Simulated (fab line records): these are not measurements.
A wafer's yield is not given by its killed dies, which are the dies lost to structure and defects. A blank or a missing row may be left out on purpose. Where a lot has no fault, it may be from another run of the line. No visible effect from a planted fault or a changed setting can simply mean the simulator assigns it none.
fab line records || flow berkeley_cmos170
record {"lots": 14, "wafers": 42, "last_day": 11}
route steps=331 shown M1@244
lots untouched by any fault: they come from a run of this same line in which no faults occurred
start_h: the number of hours between the record's first day and the start of the first shown wafer of the lot || wait_h: hours from the lot's prior step to this one || " as in the row above || L1.1+2: a row that stands for several wafers || - no value, or no start was given || * or withheld: withheld || < > ~ a bound
route shown NAME@n: NAME is a module with steps in the file, n the number in the route of the first one || usual: mean/standard deviation taken from wafers without a fault || same: alike in all rows || chamber/n: place in a boat || sites: readings site by site || _std_site: the values' standard deviation || _edge_site: inner sites' mean taken away from outer sites' mean || radius_mm: for every site, how far away it sits from the centre of the wafer || mask NAME#n: copy n || behind: the last tool/chamber to shape the wafer || hold: the reason the lot was held/the length of the hold in hours/how it ended || device: which transistor (n, p or np) failed to switch || end of line: tests run on the same wafers once the route is complete || step lacking rows: just its recipe || killed: dies lost to structure and defects at the first sort, not the wafer's yield || map: per-die view of a wafer (x killed, . not killed, _ where there is no die)
set.NAME: the setting the step ran with; set.NAME@STEP: the setting that earlier step ran with || model.NAME: the simulator's own value behind a step, which no gauge read
the route's steps for a sample of lots (tables are steps, rows are wafers)
services: from which hour (start_h, from the record's first day; less than 0 if before it) a tool's chamber was out of use, for how many hours, and why
## steps
# step UCB170_M1_EXPOSE_06
# recipe {"mask_id": "METAL1", "target_cd_nm": 700, "na": 0.5, "sigma_outer": 0.6, "source_shape": "conventional", "dose_mj": 21}
# usual {"exposure_dose_mJ_cm2": "20.985/0.023"}
{"lot.wafer": "L167.2", "tool": "krf_scanner-02", "chamber": 0, "start_h": 135.27, "wait_h": "-", "mask": "METAL1#0", "exposure_dose_mJ_cm2": 20.985}
{"lot.wafer": "L167.3", "tool": "krf_scanner-02", "chamber": 0, "start_h": 135.27, "wait_h": "-", "mask": "METAL1#0", "exposure_dose_mJ_cm2": 20.981}
{"lot.wafer": "L167.6", "tool": "krf_scanner-02", "chamber": 0, "start_h": 135.27, "wait_h": "-", "mask": "METAL1#0", "exposure_dose_mJ_cm2": 20.998}
{"lot.wafer": "L168.1", "tool": "krf_scanner-01", "chamber": 0, "start_h": 146.64, "wait_h": "-", "mask": "METAL1#0", "exposure_dose_mJ_cm2": 20.966}
{"lot.wafer": "L168.2", "tool": "krf_scanner-01", "chamber": 0, "start_h": 146.64, "wait_h": "-", "mask": "METAL1#0", "exposure_dose_mJ_cm2": 20.995}
{"lot.wafer": "L168.4", "tool": "krf_scanner-01", "chamber": 0, "start_h": 146.64, "wait_h": "-", "mask": "METAL1#0", "exposure_dose_mJ_cm2": 20.956}
{"lot.wafer": "L169.1", "tool": "krf_scanner-02", "chamber": 0, "start_h": 148.51, "wait_h": "-", "mask": "METAL1#0", "exposure_dose_mJ_cm2": 20.983}
{"lot.wafer": "L169.3", "tool": "krf_scanner-02", "chamber": 0, "start_h": 148.51, "wait_h": "-", "mask": "METAL1#0", "exposure_dose_mJ_cm2": 20.966}
{"lot.wafer": "L169.6", "tool": "krf_scanner-02", "chamber": 0, "start_h": 148.51, "wait_h": "-", "mask": "METAL1#0", "exposure_dose_mJ_cm2": 20.971}
{"lot.wafer": "L170.1", "tool": "krf_scanner-01", "chamber": 0, "start_h": 160.00, "wait_h": "-", "mask": "METAL1#0", "exposure_dose_mJ_cm2": 20.980}
{"lot.wafer": "L170.2", "tool": "krf_scanner-01", "chamber": 0, "start_h": 160.00, "wait_h": "-", "mask": "METAL1#0", "exposure_dose_mJ_cm2": 20.982}
{"lot.wafer": "L170.6", "tool": "krf_scanner-01", "chamber": 0, "start_h": 160.00, "wait_h": "-", "mask": "METAL1#0", "exposure_dose_mJ_cm2": 20.954}
{"lot.wafer": "L171.3", "tool": "krf_scanner-02", "chamber": 0, "start_h": 161.67, "wait_h": "-", "mask": "METAL1#0", "exposure_dose_mJ_cm2": 21.038}
{"lot.wafer": "L171.4", "tool": "krf_scanner-02", "chamber": 0, "start_h": 161.67, "wait_h": "-", "mask": "METAL1#0", "exposure_dose_mJ_cm2": 21.006}
{"lot.wafer": "L171.6", "tool": "krf_scanner-02", "chamber": 0, "start_h": 161.67, "wait_h": "-", "mask": "METAL1#0", "exposure_dose_mJ_cm2": 21.047}
{"lot.wafer": "L173.1", "tool": "krf_scanner-01", "chamber": 0, "start_h": 168.56, "wait_h": "-", "mask": "METAL1#0", "exposure_dose_mJ_cm2": 20.968}
{"lot.wafer": "L173.3", "tool": "krf_scanner-01", "chamber": 0, "start_h": 168.56, "wait_h": "-", "mask": "METAL1#0", "exposure_dose_mJ_cm2": 20.964}
{"lot.wafer": "L173.4", "tool": "krf_scanner-01", "chamber": 0, "start_h": 168.56, "wait_h": "-", "mask": "METAL1#0", "exposure_dose_mJ_cm2": 20.985}
{"lot.wafer": "L172.2", "tool": "krf_scanner-01", "chamber": 0, "start_h": 172.52, "wait_h": "-", "mask": "METAL1#0", "exposure_dose_mJ_cm2": 20.938}
{"lot.wafer": "L172.3", "tool": "krf_scanner-01", "chamber": 0, "start_h": 172.52, "wait_h": "-", "mask": "METAL1#0", "exposure_dose_mJ_cm2": 20.970}
{"lot.wafer": "L172.4", "tool": "krf_scanner-01", "chamber": 0, "start_h": 172.52, "wait_h": "-", "mask": "METAL1#0", "exposure_dose_mJ_cm2": 20.948}
{"lot.wafer": "L174.3", "tool": "krf_scanner-01", "chamber": 0, "start_h": 173.26, "wait_h": "-", "mask": "METAL1#0", "exposure_dose_mJ_cm2": 20.971}
{"lot.wafer": "L174.4", "tool": "krf_scanner-01", "chamber": 0, "start_h": 173.26, "wait_h": "-", "mask": "METAL1#0", "exposure_dose_mJ_cm2": 20.975}
{"lot.wafer": "L174.5", "tool": "krf_scanner-01", "chamber": 0, "start_h": 173.26, "wait_h": "-", "mask": "METAL1#0", "exposure_dose_mJ_cm2": 20.996}
{"lot.wafer": "L175.2", "tool": "krf_scanner-02", "chamber": 0, "start_h": 174.76, "wait_h": "-", "mask": "METAL1#0", "exposure_dose_mJ_cm2": 21.005}
{"lot.wafer": "L175.5", "tool": "krf_scanner-02", "chamber": 0, "start_h": 174.76, "wait_h": "-", "mask": "METAL1#0", "exposure_dose_mJ_cm2": 20.974}
{"lot.wafer": "L175.6", "tool": "krf_scanner-02", "chamber": 0, "start_h": 174.76, "wait_h": "-", "mask": "METAL1#0", "exposure_dose_mJ_cm2": 20.979}
{"lot.wafer": "L178.2", "tool": "krf_scanner-02", "chamber": 0, "start_h": 204.12, "wait_h": "-", "mask": "METAL1#0", "exposure_dose_mJ_cm2": 20.989}
{"lot.wafer": "L178.4", "tool": "krf_scanner-02", "chamber": 0, "start_h": 204.12, "wait_h": "-", "mask": "METAL1#0", "exposure_dose_mJ_cm2": 21.014}
{"lot.wafer": "L178.5", "tool": "krf_scanner-02", "chamber": 0, "start_h": 204.12, "wait_h": "-", "mask": "METAL1#0", "exposure_dose_mJ_cm2": 21.028}
{"lot.wafer": "L177.2", "tool": "krf_scanner-01", "chamber": 0, "start_h": 204.82, "wait_h": "-", "mask": "METAL1#0", "exposure_dose_mJ_cm2": 20.973}
{"lot.wafer": "L177.4", "tool": "krf_scanner-01", "chamber": 0, "start_h": 204.82, "wait_h": "-", "mask": "METAL1#0", "exposure_dose_mJ_cm2": 21.001}
{"lot.wafer": "L177.5", "tool": "krf_scanner-01", "chamber": 0, "start_h": 204.82, "wait_h": "-", "mask": "METAL1#0", "exposure_dose_mJ_cm2": 21.003}
{"lot.wafer": "L179.3", "tool": "krf_scanner-01", "chamber": 0, "start_h": 211.13, "wait_h": "-", "mask": "METAL1#0", "exposure_dose_mJ_cm2": 20.991}
{"lot.wafer": "L179.5", "tool": "krf_scanner-01", "chamber": 0, "start_h": 211.13, "wait_h": "-", "mask": "METAL1#0", "exposure_dose_mJ_cm2": 20.967}
{"lot.wafer": "L179.6", "tool": "krf_scanner-01", "chamber": 0, "start_h": 211.13, "wait_h": "-", "mask": "METAL1#0", "exposure_dose_mJ_cm2": 20.979}
{"lot.wafer": "L182.1", "tool": "krf_scanner-01", "chamber": 0, "start_h": 229.77, "wait_h": "-", "mask": "METAL1#0", "exposure_dose_mJ_cm2": 20.669}
{"lot.wafer": "L182.2", "tool": "krf_scanner-01", "chamber": 0, "start_h": 229.77, "wait_h": "-", "mask": "METAL1#0", "exposure_dose_mJ_cm2": 20.689}
{"lot.wafer": "L182.3", "tool": "krf_scanner-01", "chamber": 0, "start_h": 229.77, "wait_h": "-", "mask": "METAL1#0", "exposure_dose_mJ_cm2": 20.654}
{"lot.wafer": "L184.1", "tool": "krf_scanner-01", "chamber": 0, "start_h": 245.74, "wait_h": "-", "mask": "METAL1#0", "exposure_dose_mJ_cm2": 20.452}
{"lot.wafer": "L184.5", "tool": "krf_scanner-01", "chamber": 0, "start_h": 245.74, "wait_h": "-", "mask": "METAL1#0", "exposure_dose_mJ_cm2": 20.437}
{"lot.wafer": "L184.6", "tool": "krf_scanner-01", "chamber": 0, "start_h": 245.74, "wait_h": "-", "mask": "METAL1#0", "exposure_dose_mJ_cm2": 20.417}
# step UCB170_M1_CD_MEAS_09
# recipe {"target_cd_nm": 700}
# usual {"cd_nm": "699.4/1.6"}
{"lot.wafer": "L167.2", "tool": "cd_sem-02", "chamber": "-", "start_h": 136.55, "wait_h": "-", "cd_nm": 699.9}
{"lot.wafer": "L167.3", "tool": "cd_sem-02", "chamber": "-", "start_h": 136.55, "wait_h": "-", "cd_nm": 700.1}
{"lot.wafer": "L167.6", "tool": "cd_sem-02", "chamber": "-", "start_h": 136.55, "wait_h": "-", "cd_nm": 700.1}
{"lot.wafer": "L168.1", "tool": "cd_sem-01", "chamber": "-", "start_h": 147.03, "wait_h": "-", "cd_nm": 701.4}
{"lot.wafer": "L168.2", "tool": "cd_sem-01", "chamber": "-", "start_h": 147.03, "wait_h": "-", "cd_nm": 699.9}
{"lot.wafer": "L168.4", "tool": "cd_sem-01", "chamber": "-", "start_h": 147.03, "wait_h": "-", "cd_nm": 700.4}
{"lot.wafer": "L169.1", "tool": "cd_sem-02", "chamber": "-", "start_h": 149.21, "wait_h": "-", "cd_nm": 696.9}
{"lot.wafer": "L169.3", "tool": "cd_sem-02", "chamber": "-", "start_h": 149.21, "wait_h": "-", "cd_nm": 696.5}
{"lot.wafer": "L169.6", "tool": "cd_sem-02", "chamber": "-", "start_h": 149.21, "wait_h": "-", "cd_nm": 695.5}
{"lot.wafer": "L170.1", "tool": "cd_sem-01", "chamber": "-", "start_h": 160.39, "wait_h": "-", "cd_nm": 699.0}
{"lot.wafer": "L170.2", "tool": "cd_sem-01", "chamber": "-", "start_h": 160.39, "wait_h": "-", "cd_nm": 697.5}
{"lot.wafer": "L170.6", "tool": "cd_sem-01", "chamber": "-", "start_h": 160.39, "wait_h": "-", "cd_nm": 696.2}
{"lot.wafer": "L171.3", "tool": "cd_sem-02", "chamber": "-", "start_h": 162.06, "wait_h": "-", "cd_nm": 697.5}
{"lot.wafer": "L171.4", "tool": "cd_sem-02", "chamber": "-", "start_h": 162.06, "wait_h": "-", "cd_nm": 697.2}
{"lot.wafer": "L171.6", "tool": "cd_sem-02", "chamber": "-", "start_h": 162.06, "wait_h": "-", "cd_nm": 698.4}
{"lot.wafer": "L173.1", "tool": "cd_sem-02", "chamber": "-", "start_h": 168.95, "wait_h": "-", "cd_nm": 702.6}
{"lot.wafer": "L173.3", "tool": "cd_sem-02", "chamber": "-", "start_h": 168.95, "wait_h": "-", "cd_nm": 702.5}
{"lot.wafer": "L173.4", "tool": "cd_sem-02", "chamber": "-", "start_h": 168.95, "wait_h": "-", "cd_nm": 702.9}
{"lot.wafer": "L172.2", "tool": "cd_sem-02", "chamber": "-", "start_h": 172.97, "wait_h": "-", "cd_nm": 700.2}
{"lot.wafer": "L172.3", "tool": "cd_sem-02", "chamber": "-", "start_h": 172.97, "wait_h": "-", "cd_nm": 699.3}
{"lot.wafer": "L172.4", "tool": "cd_sem-02", "chamber": "-", "start_h": 172.97, "wait_h": "-", "cd_nm": 701.0}
{"lot.wafer": "L174.3", "tool": "cd_sem-02", "chamber": "-", "start_h": 173.66, "wait_h": "-", "cd_nm": 698.0}
{"lot.wafer": "L174.4", "tool": "cd_sem-02", "chamber": "-", "start_h": 173.66, "wait_h": "-", "cd_nm": 697.7}
{"lot.wafer": "L174.5", "tool": "cd_sem-02", "chamber": "-", "start_h": 173.66, "wait_h": "-", "cd_nm": 697.1}
{"lot.wafer": "L175.2", "tool": "cd_sem-01", "chamber": "-", "start_h": 175.40, "wait_h": "-", "cd_nm": 700.6}
{"lot.wafer": "L175.5", "tool": "cd_sem-01", "chamber": "-", "start_h": 175.40, "wait_h": "-", "cd_nm": 697.5}
{"lot.wafer": "L175.6", "tool": "cd_sem-01", "chamber": "-", "start_h": 175.40, "wait_h": "-", "cd_nm": 699.6}
{"lot.wafer": "L178.2", "tool": "cd_sem-02", "chamber": "-", "start_h": 204.52, "wait_h": "-", "cd_nm": 700.4}
{"lot.wafer": "L178.4", "tool": "cd_sem-02", "chamber": "-", "start_h": 204.52, "wait_h": "-", "cd_nm": 701.6}
{"lot.wafer": "L178.5", "tool": "cd_sem-02", "chamber": "-", "start_h": 204.52, "wait_h": "-", "cd_nm": 700.5}
{"lot.wafer": "L177.2", "tool": "cd_sem-02", "chamber": "-", "start_h": 205.22, "wait_h": "-", "cd_nm": 699.6}
{"lot.wafer": "L177.4", "tool": "cd_sem-02", "chamber": "-", "start_h": 205.22, "wait_h": "-", "cd_nm": 699.4}
{"lot.wafer": "L177.5", "tool": "cd_sem-02", "chamber": "-", "start_h": 205.22, "wait_h": "-", "cd_nm": 700.8}
{"lot.wafer": "L179.3", "tool": "cd_sem-01", "chamber": "-", "start_h": 211.72, "wait_h": "-", "cd_nm": 700.0}
{"lot.wafer": "L179.5", "tool": "cd_sem-01", "chamber": "-", "start_h": 211.72, "wait_h": "-", "cd_nm": 698.9}
{"lot.wafer": "L179.6", "tool": "cd_sem-01", "chamber": "-", "start_h": 211.72, "wait_h": "-", "cd_nm": 698.7}
{"lot.wafer": "L182.1", "tool": "cd_sem-02", "chamber": "-", "start_h": 230.16, "wait_h": "-", "cd_nm": 690.3}
{"lot.wafer": "L182.2", "tool": "cd_sem-02", "chamber": "-", "start_h": 230.16, "wait_h": "-", "cd_nm": 695.6}
{"lot.wafer": "L182.3", "tool": "cd_sem-02", "chamber": "-", "start_h": 230.16, "wait_h": "-", "cd_nm": 681.3}
{"lot.wafer": "L184.1", "tool": "cd_sem-02", "chamber": "-", "start_h": 246.37, "wait_h": "-", "cd_nm": 697.2}
{"lot.wafer": "L184.5", "tool": "cd_sem-02", "chamber": "-", "start_h": 246.37, "wait_h": "-", "cd_nm": 688.3}
{"lot.wafer": "L184.6", "tool": "cd_sem-02", "chamber": "-", "start_h": 246.37, "wait_h": "-", "cd_nm": 699.0}
## services
{"tool": "krf_scanner-02", "chamber": 0, "start_h": 117.90, "hours": "-", "kind": "calibration"}
{"tool": "krf_scanner-01", "chamber": "-", "start_h": 125.07, "hours": 0.8, "kind": "pm"}
{"tool": "krf_scanner-02", "chamber": "-", "start_h": 130.34, "hours": 1.3, "kind": "pm"}
{"tool": "krf_scanner-01", "chamber": "-", "start_h": 138.25, "hours": 0.8, "kind": "pm"}
{"tool": "krf_scanner-01", "chamber": "-", "start_h": 174.03, "hours": 1.3, "kind": "pm"}
{"tool": "krf_scanner-02", "chamber": "-", "start_h": 175.86, "hours": 1.0, "kind": "pm"}
{"tool": "krf_scanner-01", "chamber": "-", "start_h": 183.01, "hours": 1.0, "kind": "pm"}
{"tool": "krf_scanner-01", "chamber": "-", "start_h": 233.49, "hours": 0.6, "kind": "repair"}
{"tool": "krf_scanner-01", "chamber": 0, "start_h": 234.29, "hours": "-", "kind": "calibration"}
{"tool": "krf_scanner-02", "chamber": "-", "start_h": 238.74, "hours": 3.1, "kind": "repair"}
## key
first_sign {"step": "UCB170_M1_EXPOSE_06", "reading": "exposure_dose_mJ_cm2", "direction": "down", "sigmas": 19, "usual": 20.985, "struck": 20.553}
effect {"step": "UCB170_M1_CD_MEAS_09", "reading": "cd_nm", "direction": "down", "sigmas": 4.8, "usual": 699.4, "struck": 691.9, "wafers_moved": 5, "through": "control_loop"}
met_at UCB170_M1_EXPOSE_06
struck_lots L182,L184
loop_trim {"step": "UCB170_M1_EXPOSE_06", "setting": "dose", "lots": "L182,L184"}
onset_between 211.13 229.77
fault {"kind": "process_parameter_drift", "tool": "krf_scanner-01", "chamber": "-", "onset_h": 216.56, "steps": "UCB170_M1_EXPOSE_06", "channel": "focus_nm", "offset": 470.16, "spread_by_wafer": 0.3, "shape": "step", "end_h": 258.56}
# loop_trim: a control loop set the setting to another value than it would have without faults
